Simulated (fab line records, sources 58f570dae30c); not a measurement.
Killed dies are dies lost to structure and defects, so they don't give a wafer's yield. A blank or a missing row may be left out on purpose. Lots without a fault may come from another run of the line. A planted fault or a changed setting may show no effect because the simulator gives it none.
Split-lot experiment | flow berkeley_cmos170 | 5 lots, 23 wafers read, on a route of 331 steps

THE SPLIT
At UCB170_CONTACT_COAT_04 (resist thk 900 nm), the setting resist_thk_nm was moved away from the recipe's 900 nm on 4 of the 23 wafers read, by -4.2% to +3.0%. The other wafers ran this setting at the recipe's value.

The reading is taken at the split's own step.

THE READING
KrF_of_CONTACT_COAT_04.thk_nm (the simulator's own value, which no gauge read), in nm, at UCB170_CONTACT_COAT_04 (resist thk 900 nm). The file gives no usual value for it. The 19 wafers here that ran the recipe average 901.4 nm, standard deviation 2.1 nm.

wafer  | tool, chamber at the split | resist_thk_nm as run, nm | against the recipe | KrF_of_CONTACT_COAT_04.thk_nm, nm | against lot-mates on the recipe
L075.2 | litho_track-02, 0          | 900                      | recipe             | 902.3                             | -
L075.3 | litho_track-02, 0          | 900                      | recipe             | 901.6                             | -
L075.4 | litho_track-02, 0          | 900                      | recipe             | 903.2                             | -
L075.5 | litho_track-02, 0          | 926.6                    | +3.0%              | 929                               | +26.6
L075.6 | litho_track-02, 0          | 926.6                    | +3.0%              | 928.2                             | +25.8
L076.1 | litho_track-03, 0          | 900                      | recipe             | 899.1                             | -
L076.2 | litho_track-03, 0          | 862.3                    | -4.2%              | 861.9                             | -35.6
L076.3 | litho_track-03, 0          | 900                      | recipe             | 898.1                             | -
L076.4 | litho_track-03, 0          | 900                      | recipe             | 895.4                             | -
L076.5 | litho_track-03, 0          | 862.3                    | -4.2%              | 861.3                             | -36.2
L077.2 | litho_track-01, 0          | 900                      | recipe             | 901.4                             | -
L077.4 | litho_track-01, 0          | 900                      | recipe             | 902.1                             | -
L077.6 | litho_track-01, 0          | 900                      | recipe             | 904.3                             | -
L081.1 | litho_track-01, 0          | 900                      | recipe             | 901.4                             | -
L081.3 | litho_track-01, 0          | 900                      | recipe             | 901.2                             | -
L081.4 | litho_track-01, 0          | 900                      | recipe             | 901.8                             | -
L081.5 | litho_track-01, 0          | 900                      | recipe             | 900.2                             | -
L081.6 | litho_track-01, 0          | 900                      | recipe             | 901.6                             | -
L083.2 | litho_track-02, 0          | 900                      | recipe             | 903.2                             | -
L083.3 | litho_track-02, 0          | 900                      | recipe             | 901.2                             | -
L083.4 | litho_track-02, 0          | 900                      | recipe             | 901.6                             | -
L083.5 | litho_track-02, 0          | 900                      | recipe             | 904.5                             | -
L083.6 | litho_track-02, 0          | 900                      | recipe             | 901.9                             | -

THE FIT
A straight line over all 23 wafers: KrF_of_CONTACT_COAT_04.thk_nm changes by +9.4 nm for each +1% of resist_thk_nm; r = +0.99; the points scatter about the line by 2 nm.
The same after taking each lot's own level away (the mean of its wafers on the recipe; 23 wafers): +8.68 nm for each +1%; r = +1.00; scatter 1.1 nm.
On that fit, the largest move of resist_thk_nm shifts the reading by 36 nm.
The lots' own levels span 897.53 to 902.60 nm, that is 2.5 times the standard deviation above.
So the lot-to-lot level changes the slope little: the two slopes agree.
Check: with one of the wafers moved furthest among these (-4.2%) left out of the fit, the line predicts -36.6 nm for it against its lot-mates. It came out at -35.6 nm against them.

OTHER SPLITS ON THESE WAFERS
These wafers also went through other splits before the reading. Each is held against what the fit with the lots' levels taken away leaves over:
other split on the same wafers       | wafers away from the commonest value | r with KrF_of_CONTACT_COAT_04.thk_nm (lot level and that fit taken away)
UCB170_ZERO_ETCH_06 time_s           | 12                                   | -0.11
UCB170_NWELL_IMPLANT_14 dose_cm2     | 8                                    | -0.04
UCB170_PWELL_CVD_05 pressure_mtorr   | 15                                   | +0.01
UCB170_ACTIVE_COAT_08 spin_rpm       | 6                                    | -0.02
UCB170_PFIELD_COAT_01 spin_rpm       | 4                                    | -0.19
UCB170_PFIELD_IMPLANT_07 dose_cm2    | 10                                   | +0.13
UCB170_PSD_IMPLANT_08 dose_cm2       | 12                                   | -0.09
UCB170_NSD_STRIP_09 overash_fraction | 8                                    | +0.46
UCB170_SDANNEAL_RTA_00 time_s        | 10                                   | -0.01

THE WHOLE CHAIN: every reading that the file lists as answering this split, in the file's order
step                    | what it does      | reading                                                                        | change (the file's fit)              | r (the file's)
UCB170_CONTACT_COAT_04  | resist thk 900 nm | KrF_of_CONTACT_COAT_04.thk_nm (the simulator's own value, which no gauge read) | +8.67 nm for each +1% of the setting | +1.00
UCB170_CONTACT_STRIP_06 | strips in O2      | strip_time_to_endpoint_s                                                       | withheld for each +1% of the setting | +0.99

THE FILE'S OWN FIT
KrF_of_CONTACT_COAT_04.thk_nm changes by +8.67 nm for each +1% of resist_thk_nm, r = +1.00.
